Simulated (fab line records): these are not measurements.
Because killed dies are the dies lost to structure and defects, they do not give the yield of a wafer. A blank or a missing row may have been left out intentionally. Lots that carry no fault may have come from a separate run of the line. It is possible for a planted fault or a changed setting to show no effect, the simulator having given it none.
Split-lot trial -- flow ritCmos -- route with 202 steps; 5 lots, 23 wafers read

ON THE SPLIT
At RIT_NRETRO_IMPLANT_08, the setting energyKev was moved away from the recipe's 70 on 11 of the 23 wafers read, by -5.4% to +4.7%. For the rest of the wafers, this setting stayed at what the recipe calls for.

FROM SPLIT TO READING: 1 step shown by the file between the two
- RIT_NRETRO_STRIP_09: strips in O2, time 180 s

THE READING
NRETRO_TW, at RIT_NRETRO_TW_MEAS_10. Fault-free wafers of this fab line usually give 1055, standard deviation 6.7.

wafer,"tool, chamber at the split",energyKev as run,against the recipe,NRETRO_TW,against lot-mates on the recipe
L077.1,"implanter-01, 0",68.59,-2.0%,1043,+0
L077.2,"implanter-01, 0",68.59,-2.0%,1042,-2
L077.3,"implanter-01, 0",70,recipe,1045,-
L077.5,"implanter-01, 0",70,recipe,1042,-
L077.6,"implanter-01, 0",68.59,-2.0%,1034,-10
L079.1,"implanter-04, 0",70,recipe,1060,-
L079.3,"implanter-04, 0",70,recipe,1055,-
L079.4,"implanter-04, 0",70,recipe,1057,-
L081.1,"implanter-01, 0",68.55,-2.1%,1044,-3
L081.2,"implanter-01, 0",68.55,-2.1%,1044,-3
L081.3,"implanter-01, 0",68.55,-2.1%,1043,-4
L081.5,"implanter-01, 0",70,recipe,1046,-
L081.6,"implanter-01, 0",70,recipe,1048,-
L082.1,"implanter-01, 0",70,recipe,1065,-
L082.2,"implanter-01, 0",70,recipe,1067,-
L082.3,"implanter-01, 0",70,recipe,1064,-
L082.4,"implanter-01, 0",73.29,+4.7%,1077,+12
L082.5,"implanter-01, 0",73.29,+4.7%,1085,+20
L085.1,"implanter-04, 0",66.2,-5.4%,1036,-20
L085.2,"implanter-04, 0",70,recipe,1060,-
L085.3,"implanter-04, 0",66.2,-5.4%,1033,-23
L085.4,"implanter-04, 0",70,recipe,1052,-
L085.6,"implanter-04, 0",66.2,-5.4%,1036,-20

THE FIT
A straight line over all 23 wafers: NRETRO_TW changes by +4.66 for each +1% of energyKev; r = +0.86; the points scatter about the line by 7.3.
The same after taking each lot's own level away (the mean of its wafers on the recipe; 23 wafers): +3.45 for each +1%; r = +0.94; scatter 3.3.
On that fit, the largest move of energyKev shifts the reading by 19.
The span of the lots' own levels, 1043.5 to 1065.3, comes to 3.3 times the standard deviation stated above.
So the lot-to-lot level changes the slope: the two fits differ.
Check: with one of the wafers moved furthest among these (-5.4%) left out of the fit, the line predicts -17.7 for it against its lot-mates. Against them it came out at -20.

FURTHER SPLITS ON THESE WAFERS
Other splits were also applied to these wafers ahead of the reading. Each is held against what the fit with the lots' levels taken away leaves over:
other split on the same wafers,wafers away from the commonest value,r with NRETRO_TW (lot level and that fit taken away)
RIT_ACTIVE_OXIDATION_01 oxTimeS,18,-0.11
RIT_NWELL_COAT_01 resistThkNm,7,-0.54
RIT_PWELL_IMPLANT_08 doseCm2,9,+0.36
RIT_NRETRO_COAT_01 resistThkNm,5,+0.33

THE WHOLE CHAIN: every reading that the file lists as answering this split, in the file's order
step,what it does,reading,change (the file's fit),r (the file's)
RIT_NRETRO_IMPLANT_08,,"implant.rpNm (the simulator's own value, which no gauge read)",+0.889 nm for each +1% of the setting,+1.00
RIT_NRETRO_IMPLANT_08,,"implant.drpNm (the simulator's own value, which no gauge read)",+0.288 nm for each +1% of the setting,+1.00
RIT_NRETRO_TW_MEAS_10,,NRETRO_TW,+3.39 for each +1% of the setting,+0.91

FILE'S OWN FIT
NRETRO_TW changes by +3.39 for each +1% of energyKev, r = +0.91.
